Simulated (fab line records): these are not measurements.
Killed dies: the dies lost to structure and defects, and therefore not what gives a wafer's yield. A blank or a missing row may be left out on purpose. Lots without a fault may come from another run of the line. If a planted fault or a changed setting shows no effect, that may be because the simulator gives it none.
A lot that was struck, set against a sound lot	flow rit cmos	40 out of 202 route steps
Sound: these wafers, L478.1, L478.2, L478.3. The struck wafers were L476.2, L476.4, L476.6. The cause is named last.
For every step that has rows: the tool of each side, followed by ch and its chambers, followed by its first start. Under that, the readings that differ: sound wafers	struck wafers	difference of the means	sigmas: that difference in standard deviations of wafers without a fault.
alike: a reading whose means differ by less than 2 such deviations, as well as words and numbers matching on both sides. not compared: withheld readings; readings where some wafer has no value; bounds like >300 that might hide an equal value; numbers whose values overlap and for which the record gives no deviation.
Wherever a step has rows on one side only, a row that says differs or no value, or a row with sigmas, the two part there. Numbers that don't overlap but have no deviation are shown without sigmas and don't part them. A reading missing from all wafers of one side parts the sides only when that side holds two or more wafers.

RIT_ACTIVE_ETCH_13: etches Si3N4 in SF6, stops on SiO2, time 210 s, target depth 210 nm.
  sound on rie diel-04 ch 1,2,3, day 6 00:21; struck on rie diel-02 ch 0,1,3, day 5 13:52
  alike: SF6_flow_sccm, chamber pressure mTorr, drypump motor current A, oes product au, throttle valve pct
  not compared: rf hours counter h
RIT_ACTIVE_STRIP_14: strips in O2, time 180 s.
  sound on plasma asher-04 ch 0,1, day 6 00:29; struck on plasma asher-02 ch 0,1, day 5 13:59
  alike: drypump motor current A, o2 flow sccm
  not compared: rf hours counter h
RIT_ACTIVE_CD_MEAS_90: target cd 1400 nm.
  sound on cd sem-02 at day 6 00:40; struck on cd sem-02 at day 5 14:11
  alike: cd nm
then, 4 steps without rows for these wafers: RIT_ACTIVE_CLEAN_15 (cleans in SC1, time 600 s); RIT_ACTIVE_CLEAN_16 (cleans in dHF, time 30 s); RIT_ACTIVE_CLEAN_17 (cleans in SC2, time 600 s); RIT_FOX1_OXIDATION_00 (target thk 350.7 nm, ox time 1130 s).
RIT_FOX1_THK_MEAS_01:
  sound on film metro-03 at day 6 03:22; struck on film metro-01 at day 5 17:15
  alike: FOX1_OXIDE_THK
then, 2 steps without rows for these wafers: RIT_FOX1_WET_ETCH_02 (etches SiO2 in BOE, target depth 350 nm, time 390 s); RIT_FOX2_OXIDATION_00 (target thk 350.7 nm, ox time 1130 s).
RIT_FOX2_THK_MEAS_01:
  sound on film metro-02 at day 6 04:52; struck on film metro-01 at day 5 19:37
  alike: FOX2_OXIDE_THK
then, 1 step without rows for these wafers: RIT_FOX2_CLEAN_02 (cleans in dHF, time 180 s).
RIT_FOX2_WET_ETCH_03: etches Si3N4 in H3PO4, target depth 195 nm, time 2700 s.
  sound on wet bench-01 ch 1, day 6 04:59; struck on wet bench-01 ch 2, day 5 19:44
  no value came back on the struck wafers for bath guard temp C (C), bath heat duty pct (%); on the sound wafers bath guard temp C (C) reads 165.4 164.9 164.8
reading	sound	struck	difference	sigmas
model.Si3N4_of_ACTIVE_CVD_03.thk nm (nm)	0 0 0	132.2 132.5 131.4	+132.0	
model.SiO2_of_FOX2_OXIDATION_00.thk nm (nm)	326.9 327.3 319.6	344.3 342.8 342.7	+18.7	
model.SiO2_of_ACTIVE_OXIDATION_01.thk nm (nm)	41.59 41.17 41.63	47.01 43.66 47.48	+4.59	
then, 6 steps without rows for these wafers: RIT_NWELL_HMDS_00 (prime time 60 s); RIT_NWELL_COAT_01 (resist thk 1300 nm); RIT_NWELL_SOFTBAKE_02 (time 60 s); RIT_NWELL_EXPOSE_03 (exposes mask M2, target cd 43900 nm); RIT_NWELL_PEB_04; RIT_NWELL_DEVELOP_05 (develop time 68 s).
RIT_NWELL_OVL_MEAS_06:
  sound on overlay-01 at day 6 06:48; struck on overlay-01 at day 5 21:34
  alike: NWELL_OVL
then, 2 steps without rows for these wafers: RIT_NWELL_HARDBAKE_07 (time 120 s); RIT_NWELL_IMPLANT_08.
RIT_NWELL_STRIP_09: strips in O2, time 180 s.
  sound on plasma asher-04 ch 0,1, day 6 07:14; struck on plasma asher-04 ch 0,1, day 5 21:59
  alike: drypump motor current A, o2 flow sccm
  not compared: rf hours counter h
RIT_NWELL_TW_MEAS_10:
  sound on film metro-02 at day 6 07:25; struck on film metro-01 at day 5 22:10
  alike: NWELL_TW
then, 6 steps without rows for these wafers: RIT_PWELL_HMDS_00 (prime time 60 s); RIT_PWELL_COAT_01 (resist thk 1300 nm); RIT_PWELL_SOFTBAKE_02 (time 60 s); RIT_PWELL_EXPOSE_03 (exposes mask M3, target cd 43700 nm); RIT_PWELL_PEB_04; RIT_PWELL_DEVELOP_05 (develop time 68 s).
RIT_PWELL_OVL_MEAS_06:
  sound on overlay-01 at day 6 08:22; struck on overlay-01 at day 5 23:13
  alike: PWELL_OVL
then, 2 steps without rows for these wafers: RIT_PWELL_HARDBAKE_07 (time 120 s); RIT_PWELL_IMPLANT_08.
RIT_PWELL_STRIP_09: strips in O2, time 180 s.
  sound on plasma asher-04 ch 0,1, day 6 08:47; struck on plasma asher-04 ch 0,1, day 5 23:38
  alike: drypump motor current A, o2 flow sccm
  not compared: rf hours counter h
RIT_PWELL_TW_MEAS_10:
  sound on film metro-03 at day 6 08:58; struck on film metro-01 at day 5 23:50
  alike: PWELL_TW
then, 4 steps without rows for these wafers: RIT_WELLDRIVE_ANNEAL_00 (time 14700 s); RIT_NRETRO_HMDS_00 (prime time 60 s); RIT_NRETRO_COAT_01 (resist thk 1300 nm); RIT_NRETRO_SOFTBAKE_02 (time 60 s).
RIT_GATE_CLEAN_04: cleans in dHF, time 60 s.
  sound on wet bench-03 ch 2, day 6 18:38; struck on wet bench-03 ch 0, day 6 09:01
reading	sound	struck	difference	sigmas
model.SiO2_of_FOX2_OXIDATION_00.thk nm (nm)	259.5 259.4 251.7	275.4 274.4 274.2	+17.8	

WHERE THEY PART
Only at RIT_FOX2_WET_ETCH_03, as far as this record shows. Later steps at which nothing parts them and some readings are alike: RIT_NWELL_OVL_MEAS_06, RIT_NWELL_STRIP_09, RIT_NWELL_TW_MEAS_10, RIT_PWELL_OVL_MEAS_06, RIT_PWELL_STRIP_09, RIT_PWELL_TW_MEAS_10.

WHY: the cause the simulator had injected
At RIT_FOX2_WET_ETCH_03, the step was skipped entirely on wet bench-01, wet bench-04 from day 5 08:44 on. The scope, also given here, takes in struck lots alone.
